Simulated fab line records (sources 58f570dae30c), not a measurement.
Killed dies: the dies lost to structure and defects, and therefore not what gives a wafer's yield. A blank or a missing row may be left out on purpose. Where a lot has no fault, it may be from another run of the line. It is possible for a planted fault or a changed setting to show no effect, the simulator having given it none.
Commonality check across tools    flow berkeleyCmos170    42 wafers sampled across 14 lots

## WHY IT WAS OPENED
Of 14 lots, 2 have the reading PSD_TW flagged at UCB170_PSD_TW_MEAS_10. Fault-free wafers read 2337, with a standard deviation of 21.
Rule: a lot is flagged when every wafer of it that has a number lies more than 4 standard deviations from that mean, or none has a number. The rest of the lots are taken to be sound.

lot   measured      on            PSD_TW, wafer by wafer  flag
L159  day 8 02:23   filmMetro-04  2339 2336 2347          
L161  day 8 08:47   filmMetro-04  2351 2355 2353          
L162  day 8 17:52   filmMetro-02  2325 2334 2326          
L163  day 8 18:23   filmMetro-01  2311 2322 2313          
L164  day 8 18:35   filmMetro-04  2339 2341 2365          
L167  day 9 21:26   filmMetro-04  2360 2352 2354          
L166  day 9 21:38   filmMetro-04  2350 2350 2363          
L172  day 10 11:02  filmMetro-04  2365 2357 2365          
L170  day 10 11:52  filmMetro-02  2313 2316 2307          
L171  day 10 11:58  filmMetro-04  2365 2369 2347          
L168  day 10 12:09  filmMetro-04  2352 2343 2350          
L177  day 11 17:22  filmMetro-01  2114 2111 2116          FLAGGED
L179  day 11 17:59  filmMetro-02  2121 2112 2116          FLAGGED
L181  day 12 08:34  filmMetro-01  2317 2318 2315          
The numbers of the flagged lots are 2115 on average: -222 against the usual, or -11 standard deviations.

## TOOL THAT RAN EACH LOT
Before the reading, the record contains 3 process steps out of a 331-step route. Cell contents, in order: the tool; ch with the chambers the sampled wafers went through; the start.
lot   flag     UCB170_GATE_ETCH_14                UCB170_PSD_IMPLANT_08            UCB170_PSD_STRIP_09
L159           rieDiel-03 ch 2,3, day 7 11:47     implanter-02 ch 0, day 8 02:11   plasmaAsher-02 ch 0,1, day 8 02:17
L161           rieDiel-02 ch 0,2,3, day 7 20:13   implanter-02 ch 0, day 8 08:33   plasmaAsher-01 ch 0,1, day 8 08:41
L162           rieDiel-02 ch 0,2, day 8 05:24     implanter-04 ch 0, day 8 17:37   plasmaAsher-01 ch 0,1, day 8 17:46
L163           rieDiel-03 ch 0,3, day 8 05:19     implanter-01 ch 0, day 8 18:10   plasmaAsher-01 ch 0,1, day 8 18:19
L164           rieDiel-04 ch 0,1,3, day 8 05:07   implanter-04 ch 0, day 8 18:20   plasmaAsher-02 ch 0,1, day 8 18:29
L167           rieDiel-04 ch 0,2,3, day 9 08:40   implanter-01 ch 0, day 9 21:13   plasmaAsher-04 ch 0,1, day 9 21:20
L166           rieDiel-02 ch 0,1,3, day 9 08:45   implanter-02 ch 0, day 9 21:25   plasmaAsher-01 ch 0,1, day 9 21:34
L172           rieDiel-02 ch 0,1,2, day 9 23:06   implanter-01 ch 0, day 10 10:47  plasmaAsher-04 ch 0,1, day 10 10:56
L170           rieDiel-02 ch 0,2, day 9 23:33     implanter-02 ch 0, day 10 11:37  plasmaAsher-04 ch 0,1, day 10 11:46
L171           rieDiel-03 ch 1,2,3, day 9 23:23   implanter-01 ch 0, day 10 11:46  plasmaAsher-01 ch 0,1, day 10 11:52
L168           rieDiel-04 ch 0,1,3, day 9 23:38   implanter-02 ch 0, day 10 11:55  plasmaAsher-04 ch 0,1, day 10 12:02
L177  FLAGGED  rieDiel-03 ch 1,2,3, day 11 04:32  implanter-02 ch 0, day 11 17:07  plasmaAsher-02 ch 0, day 11 17:16
L179  FLAGGED  rieDiel-04 ch 0,1,2, day 11 05:17  implanter-02 ch 0, day 11 17:45  plasmaAsher-04 ch 0, day 11 17:52
L181           rieDiel-04 ch 0,1,2, day 11 19:10  implanter-01 ch 0, day 12 08:19  plasmaAsher-01 ch 0,1, day 12 08:28
What these steps do:
- UCB170_GATE_ETCH_14: etches BARC in N2/H2.
- UCB170_PSD_IMPLANT_08
- UCB170_PSD_STRIP_09: strips in O2.
- UCB170_PSD_TW_MEAS_10

## FLAGGED AGAINST TOTAL, ONE TOOL AT A TIME (gauges that did the reading follow at the end)
step                   tool            lots run  flagged  share of the flagged lots  sound lots run after its first flagged lot
UCB170_GATE_ETCH_14    rieDiel-02      5         0        none                       -
UCB170_GATE_ETCH_14    rieDiel-03      4         1        some                       0
UCB170_GATE_ETCH_14    rieDiel-04      5         1        some                       1 (L181)
UCB170_PSD_IMPLANT_08  implanter-01    5         0        none                       -
UCB170_PSD_IMPLANT_08  implanter-02    7         2        all                        0
UCB170_PSD_IMPLANT_08  implanter-04    2         0        none                       -
UCB170_PSD_STRIP_09    plasmaAsher-01  6         0        none                       -
UCB170_PSD_STRIP_09    plasmaAsher-02  3         1        some                       0
UCB170_PSD_STRIP_09    plasmaAsher-04  5         1        some                       0
UCB170_PSD_TW_MEAS_10  filmMetro-01    3         1        some                       1 (L181)
UCB170_PSD_TW_MEAS_10  filmMetro-02    3         1        some                       0
UCB170_PSD_TW_MEAS_10  filmMetro-04    8         0        none                       -

## THE TABLE: WHAT IT ALLOWS
In the table, 1 row covers all flagged lots: implanter-02 at UCB170_PSD_IMPLANT_08.
- implanter-02 at UCB170_PSD_IMPLANT_08: 2 of its 7 lots flagged. A fault beginning between L168 (day 10 11:55), its last sound lot, and L177 (day 11 17:07), its first flagged one, fits the data. Its own readings (doseIonsCm2, faradayCurrentUA) fall more than 4 standard deviations out on all wafers of the flagged lots.
Just one tool remains: implanter-02 at UCB170_PSD_IMPLANT_08.

## WHAT THE SIMULATOR PUT IN
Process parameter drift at UCB170_PSD_IMPLANT_08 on implanter-02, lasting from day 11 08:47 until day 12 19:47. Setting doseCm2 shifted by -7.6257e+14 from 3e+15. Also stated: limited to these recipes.
Struck lots among those shown: L177, L179. The rule above reached the same finding.
